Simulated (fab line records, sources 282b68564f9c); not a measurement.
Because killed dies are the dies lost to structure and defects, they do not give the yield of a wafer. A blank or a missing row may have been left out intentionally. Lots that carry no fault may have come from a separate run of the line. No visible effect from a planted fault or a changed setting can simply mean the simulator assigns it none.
Check of tool commonality / flow ritCmos / 14 lots, 42 wafers sampled

## THE REASON FOR OPENING IT
2 of 14 lots carry a flag on the reading NSD_TW at RIT_NSD_TW_MEAS_10. Wafers without a fault read 3090, standard deviation 23.
Rule: a lot gets a flag if all its wafers with a number sit over 4 standard deviations from that mean, or if no wafer of it has a number. The rest of the lots are taken to be sound.

lot=L575; measured=day 3 03:42; on=filmMetro-03; NSD_TW, wafer by wafer=3110 3105 3113; flag=
lot=L576; measured=day 3 10:28; on=filmMetro-03; NSD_TW, wafer by wafer=3094 3120 3118; flag=
lot=L577; measured=day 3 16:39; on=filmMetro-04; NSD_TW, wafer by wafer=3070 3063 3081; flag=
lot=L578; measured=day 3 20:07; on=filmMetro-02; NSD_TW, wafer by wafer=3090 3081 3096; flag=
lot=L581; measured=day 4 11:13; on=filmMetro-02; NSD_TW, wafer by wafer=3081 3079 3076; flag=
lot=L582; measured=day 4 16:59; on=filmMetro-02; NSD_TW, wafer by wafer=3068 3081 3078; flag=
lot=L583; measured=day 4 20:22; on=filmMetro-02; NSD_TW, wafer by wafer=3087 3062 3082; flag=
lot=L584; measured=day 5 02:05; on=filmMetro-03; NSD_TW, wafer by wafer=3118 3116 3140; flag=
lot=L585; measured=day 5 06:50; on=filmMetro-03; NSD_TW, wafer by wafer=3151 3132 3123; flag=
lot=L586; measured=day 5 16:32; on=filmMetro-03; NSD_TW, wafer by wafer=3110 3111 3132; flag=
lot=L587; measured=day 5 18:30; on=filmMetro-04; NSD_TW, wafer by wafer=3079 3076 3067; flag=
lot=L593; measured=day 7 00:08; on=filmMetro-04; NSD_TW, wafer by wafer=3288 3283 3290; flag=FLAGGED
lot=L594; measured=day 7 04:04; on=filmMetro-04; NSD_TW, wafer by wafer=3288 3288 3285; flag=FLAGGED
lot=L595; measured=day 7 08:16; on=filmMetro-04; NSD_TW, wafer by wafer=3069 3060 3049; flag=
The numbers of the flagged lots are 3287 on average: +197 against the usual, or +9 standard deviations.

## WHICH TOOL RAN EACH LOT
The record holds 1 process step before the reading, out of a route of 202 steps. Read each cell as the tool, then ch plus the chambers that the sampled wafers visited, then the start.
lot=L575; flag=; RIT_NSD_IMPLANT_08=implanter-03 ch 0, day 3 03:25
lot=L576; flag=; RIT_NSD_IMPLANT_08=implanter-03 ch 0, day 3 10:09
lot=L577; flag=; RIT_NSD_IMPLANT_08=implanter-02 ch 0, day 3 16:20
lot=L578; flag=; RIT_NSD_IMPLANT_08=implanter-02 ch 0, day 3 19:47
lot=L581; flag=; RIT_NSD_IMPLANT_08=implanter-02 ch 0, day 4 10:54
lot=L582; flag=; RIT_NSD_IMPLANT_08=implanter-02 ch 0, day 4 16:42
lot=L583; flag=; RIT_NSD_IMPLANT_08=implanter-04 ch 0, day 4 20:03
lot=L584; flag=; RIT_NSD_IMPLANT_08=implanter-02 ch 0, day 5 01:46
lot=L585; flag=; RIT_NSD_IMPLANT_08=implanter-03 ch 0, day 5 06:33
lot=L586; flag=; RIT_NSD_IMPLANT_08=implanter-02 ch 0, day 5 16:10
lot=L587; flag=; RIT_NSD_IMPLANT_08=implanter-02 ch 0, day 5 18:13
lot=L593; flag=FLAGGED; RIT_NSD_IMPLANT_08=implanter-02 ch 0, day 6 23:50
lot=L594; flag=FLAGGED; RIT_NSD_IMPLANT_08=implanter-02 ch 0, day 7 03:45
lot=L595; flag=; RIT_NSD_IMPLANT_08=implanter-03 ch 0, day 7 07:59
What is done by these steps:
- RIT_NSD_IMPLANT_08
- RIT_NSD_TW_MEAS_10

## FLAGGED OVER TOTAL, TOOL BY TOOL (the gauges that took the reading come last)
step=RIT_NSD_IMPLANT_08; tool=implanter-02; lots run=9; flagged=2; share of the flagged lots=all; sound lots run after its first flagged lot=0
step=RIT_NSD_IMPLANT_08; tool=implanter-03; lots run=4; flagged=0; share of the flagged lots=none; sound lots run after its first flagged lot=-
step=RIT_NSD_IMPLANT_08; tool=implanter-04; lots run=1; flagged=0; share of the flagged lots=none; sound lots run after its first flagged lot=-
step=RIT_NSD_TW_MEAS_10; tool=filmMetro-02; lots run=4; flagged=0; share of the flagged lots=none; sound lots run after its first flagged lot=-
step=RIT_NSD_TW_MEAS_10; tool=filmMetro-03; lots run=5; flagged=0; share of the flagged lots=none; sound lots run after its first flagged lot=-
step=RIT_NSD_TW_MEAS_10; tool=filmMetro-04; lots run=5; flagged=2; share of the flagged lots=all; sound lots run after its first flagged lot=1 (L595)

## WHAT THE TABLE PERMITS
In 2 table rows, all flagged lots were run: implanter-02 (RIT_NSD_IMPLANT_08), filmMetro-04 (RIT_NSD_TW_MEAS_10).
- implanter-02 at RIT_NSD_IMPLANT_08 ran 9 lots, 2 of them flagged. Its last sound lot is L587 (day 5 18:13), its first flagged lot L593 (day 6 23:50): a fault that began between those two fits. Its own readings (beamEnergyKeV) fall more than 4 standard deviations out on all wafers of the flagged lots.
- filmMetro-04 at RIT_NSD_TW_MEAS_10 ran 5 lots, 2 of them flagged. Lots that were sound ran on it after the first flagged one (L595); a persistent fault on the entire tool would not allow that.
Left over: one tool, implanter-02 at RIT_NSD_IMPLANT_08.

## WHAT WAS PUT IN BY THE SIMULATOR
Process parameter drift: implanter-02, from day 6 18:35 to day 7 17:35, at RIT_NSD_IMPLANT_08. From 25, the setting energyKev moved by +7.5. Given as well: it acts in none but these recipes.
Struck lots among those shown: L593, L594. The rule above found the same.
